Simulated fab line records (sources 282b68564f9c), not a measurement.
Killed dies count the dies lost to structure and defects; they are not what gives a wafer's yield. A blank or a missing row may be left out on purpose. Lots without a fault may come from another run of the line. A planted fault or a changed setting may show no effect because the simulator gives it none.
Split-lot experiment	flow rit_cmos	route with 202 steps; 5 lots, 23 wafers read

== SPLIT DETAILS ==
At RIT_NLDD_IMPLANT_08, the setting dose_cm2 was moved away from the recipe's 5e+14 on 9 of the 23 wafers read, by -2.8% to +6.7%. For the rest of the wafers, this setting stayed at what the recipe calls for.

== BETWEEN THE SPLIT AND THE READING: the file shows 1 step in between ==
- RIT_NLDD_STRIP_09: strips in O2, time 180 s

== THE READING ==
NLDD_TW, at RIT_NLDD_TW_MEAS_10. On this fab line, fault-free wafers typically give 2474 with a standard deviation of 14.

wafer	tool, chamber at the split	dose_cm2 as run	against the recipe	NLDD_TW	against lot-mates on the recipe
L074.1	implanter-03, 0	5.279e+14	+5.6%	2520	+29
L074.2	implanter-03, 0	5e+14	recipe	2486	-
L074.4	implanter-03, 0	5.279e+14	+5.6%	2505	+14
L074.5	implanter-03, 0	5e+14	recipe	2499	-
L074.6	implanter-03, 0	5e+14	recipe	2487	-
L076.1	implanter-01, 0	4.869e+14	-2.6%	2464	-3
L076.3	implanter-01, 0	5e+14	recipe	2470	-
L076.4	implanter-01, 0	5e+14	recipe	2470	-
L076.5	implanter-01, 0	5e+14	recipe	2461	-
L076.6	implanter-01, 0	4.869e+14	-2.6%	2450	-17
L077.1	implanter-04, 0	5e+14	recipe	2493	-
L077.2	implanter-04, 0	5.334e+14	+6.7%	2529	+49
L077.3	implanter-04, 0	5.334e+14	+6.7%	2529	+49
L077.5	implanter-04, 0	5e+14	recipe	2469	-
L077.6	implanter-04, 0	5e+14	recipe	2479	-
L079.1	implanter-04, 0	5e+14	recipe	2488	-
L079.2	implanter-04, 0	5e+14	recipe	2480	-
L079.4	implanter-04, 0	5e+14	recipe	2478	-
L084.1	implanter-03, 0	4.858e+14	-2.8%	2464	-20
L084.2	implanter-03, 0	4.858e+14	-2.8%	2456	-28
L084.3	implanter-03, 0	5e+14	recipe	2488	-
L084.4	implanter-03, 0	5e+14	recipe	2479	-
L084.5	implanter-03, 0	4.858e+14	-2.8%	2462	-22

FIT RESULTS
A straight line over all 23 wafers: NLDD_TW changes by +6.9 for each +1% of dose_cm2; r = +0.91; the points scatter about the line by 9.3.
The same after taking each lot's own level away (the mean of its wafers on the recipe; 23 wafers): +6.05 for each +1%; r = +0.91; scatter 8.1.
According to that fit, moving dose_cm2 by its largest amount changes the reading by 40.
Across the lots, their own levels run from 2467.0 to 2490.7, a range of 1.7 times the standard deviation given above.
Hence the slope depends on the lot-to-lot level, as the two fits are not the same.
Check: with one of the wafers moved furthest among these (+6.7%) left out of the fit, the line predicts +36.9 for it against its lot-mates. Against them it came out at +48.7.

== OTHER SPLITS APPLIED TO THESE WAFERS ==
These wafers also went through other splits before the reading. Each is held against what the fit with the lots' levels taken away leaves over:
other split on the same wafers	wafers away from the commonest value	r with NLDD_TW (lot level and that fit taken away)
RIT_ACTIVE_CVD_03 pressure_mtorr	18	+0.04
RIT_ACTIVE_COAT_06 resist_thk_nm	7	+0.21
RIT_PWELL_COAT_01 spin_rpm	7	-0.01
RIT_PWELL_HARDBAKE_07 temp_c	6	+0.21
RIT_PRETRO_COAT_01 spin_rpm	10	-0.22
RIT_GATE_OXIDATION_05 ox_time_s	15	+0.26
RIT_GATE_EXPOSE_13 dose_mj	9	+0.29
RIT_GATE_ETCH_19 time_s	6	-0.25

== THE FILE'S OWN FIT ==
NLDD_TW changes by +5.97 for each +1% of dose_cm2, r = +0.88.
